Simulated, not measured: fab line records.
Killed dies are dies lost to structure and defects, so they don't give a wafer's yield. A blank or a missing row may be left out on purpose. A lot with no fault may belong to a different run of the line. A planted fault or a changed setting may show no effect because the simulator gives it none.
Lot-split experiment | flow rit-cmos | route with 202 steps; 5 lots, 23 wafers read

ABOUT THE SPLIT
At RIT_NLDD_IMPLANT_08, the setting dose-cm2 was moved away from the recipe's 5e+14 on 7 of the 23 wafers read, by -2.3% to +7.3%. This setting was run at the recipe's value on the other wafers.

FROM THE SPLIT TO THE READING: what the file shows between them, 9 steps
- RIT_NLDD_STRIP_09: strips in O2, time 180 s
- RIT_NLDD_TW_MEAS_10
- RIT_SPACER_CVD_03: deposits Si3N4 from SiH2Cl2/NH3, target thk 250 nm, time 3300 s (also split here: nh3-flow-sccm)
- RIT_PSD_COAT_01: resist thk 1000 nm (also split here: spin-rpm)
- RIT_PSD_DEVELOP_05: develop time 50 s (also split here: develop-time-s)
- RIT_PSD_HARDBAKE_07: time 60 s
- RIT_SDANNEAL_CLEAN_00: cleans in SC1, time 600 s (also split here: time-s)
- RIT_SDANNEAL_CLEAN_01: cleans in dHF, time 30 s
- RIT_SDANNEAL_CLEAN_02: cleans in SC2, time 600 s

THE READING
NLDD_RS (ohm/sq), read at RIT_SDANNEAL_RS_MEAS_07 with a four-point probe. Fault-free wafers of this fab line usually give 151.7 ohm/sq, standard deviation 0.55 ohm/sq.

wafer  | tool, chamber at the split | dose-cm2 as run | against the recipe | NLDD_RS, ohm/sq | against lot-mates on the recipe
L074.1 | implanter-04, 0            | 5e+14           | recipe             | 151.3           | -
L074.2 | implanter-04, 0            | 5e+14           | recipe             | 152.1           | -
L074.3 | implanter-04, 0            | 5e+14           | recipe             | 152.3           | -
L074.5 | implanter-04, 0            | 5e+14           | recipe             | 151.8           | -
L074.6 | implanter-04, 0            | 5e+14           | recipe             | 151.7           | -
L078.1 | implanter-04, 0            | 5e+14           | recipe             | 152.3           | -
L078.3 | implanter-04, 0            | 5e+14           | recipe             | 152.5           | -
L078.6 | implanter-04, 0            | 5e+14           | recipe             | 152.2           | -
L080.1 | implanter-04, 0            | 4.883e+14       | -2.3%              | 153.6           | +2.2
L080.3 | implanter-04, 0            | 5e+14           | recipe             | 151.5           | -
L080.4 | implanter-04, 0            | 5e+14           | recipe             | 151.0           | -
L080.5 | implanter-04, 0            | 4.883e+14       | -2.3%              | 154.3           | +2.9
L080.6 | implanter-04, 0            | 5e+14           | recipe             | 151.6           | -
L084.1 | implanter-04, 0            | 5e+14           | recipe             | 150.9           | -
L084.2 | implanter-04, 0            | 5.366e+14       | +7.3%              | 143.0           | -8.1
L084.3 | implanter-04, 0            | 5.366e+14       | +7.3%              | 142.1           | -9.0
L084.5 | implanter-04, 0            | 5e+14           | recipe             | 150.8           | -
L084.6 | implanter-04, 0            | 5e+14           | recipe             | 151.6           | -
L085.1 | implanter-03, 0            | 5e+14           | recipe             | 151.7           | -
L085.3 | implanter-03, 0            | 5.159e+14       | +3.2%              | 147.7           | -3.9
L085.4 | implanter-03, 0            | 5.159e+14       | +3.2%              | 147.7           | -3.9
L085.5 | implanter-03, 0            | 5.159e+14       | +3.2%              | 148.2           | -3.4
L085.6 | implanter-03, 0            | 5e+14           | recipe             | 151.4           | -

FIT RESULTS
A straight line over all 23 wafers: NLDD_RS changes by -1.21 ohm/sq for each +1% of dose-cm2; r = -0.99; the points scatter about the line by 0.51 ohm/sq.
The same after taking each lot's own level away (the mean of its wafers on the recipe; 23 wafers): -1.16 ohm/sq for each +1%; r = -0.99; scatter 0.32 ohm/sq.
According to that fit, moving dose-cm2 by its largest amount changes the reading by 8.5 ohm/sq.
Measured against the standard deviation above, the lots' own levels, which go from 151.10 to 152.33 ohm/sq, span 2.2 times it.
Hence the lot-to-lot level has little effect on the slope; both slopes agree.
Check: -8.73 ohm/sq against its lot-mates is what the line predicts for one of the wafers moved furthest among these (+7.3%) when that wafer is left out of the fit. Against them it came out at -8.1 ohm/sq.

ADDITIONAL SPLITS CARRIED BY THESE WAFERS
Before the reading, these wafers also passed through other splits. Each is held against what the fit with the lots' levels taken away leaves over:
other split on the same wafers    | wafers away from the commonest value | r with NLDD_RS (lot level and that fit taken away)
RIT_ACTIVE_OXIDATION_01 ox-time-s | 15                                   | +0.03
RIT_NRETRO_COAT_01 resist-thk-nm  | 6                                    | -0.10
RIT_GATE_COAT_11 resist-thk-nm    | 12                                   | -0.02
RIT_GATE_ETCH_19 rf-w             | 5                                    | +0.20
RIT_SPACER_CVD_03 nh3-flow-sccm   | 10                                   | -0.03
RIT_PSD_COAT_01 spin-rpm          | 7                                    | -0.20
RIT_PSD_DEVELOP_05 develop-time-s | 7                                    | +0.02
RIT_SDANNEAL_CLEAN_00 time-s      | 15                                   | +0.04

THE WHOLE CHAIN: every reading that the file lists as answering this split, in the file's order
step                    | what it does                 | reading | change (the file's fit)           | r (the file's)
RIT_NLDD_TW_MEAS_10     |                              | NLDD_TW | +6.24 for each +1% of the setting | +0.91
RIT_SDANNEAL_RS_MEAS_07 | measures by four-point-probe | NLDD_RS | -1.16 for each +1% of the setting | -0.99

THE FILE'S OWN FIT
NLDD_RS changes by -1.16 ohm/sq for each +1% of dose-cm2, r = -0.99.
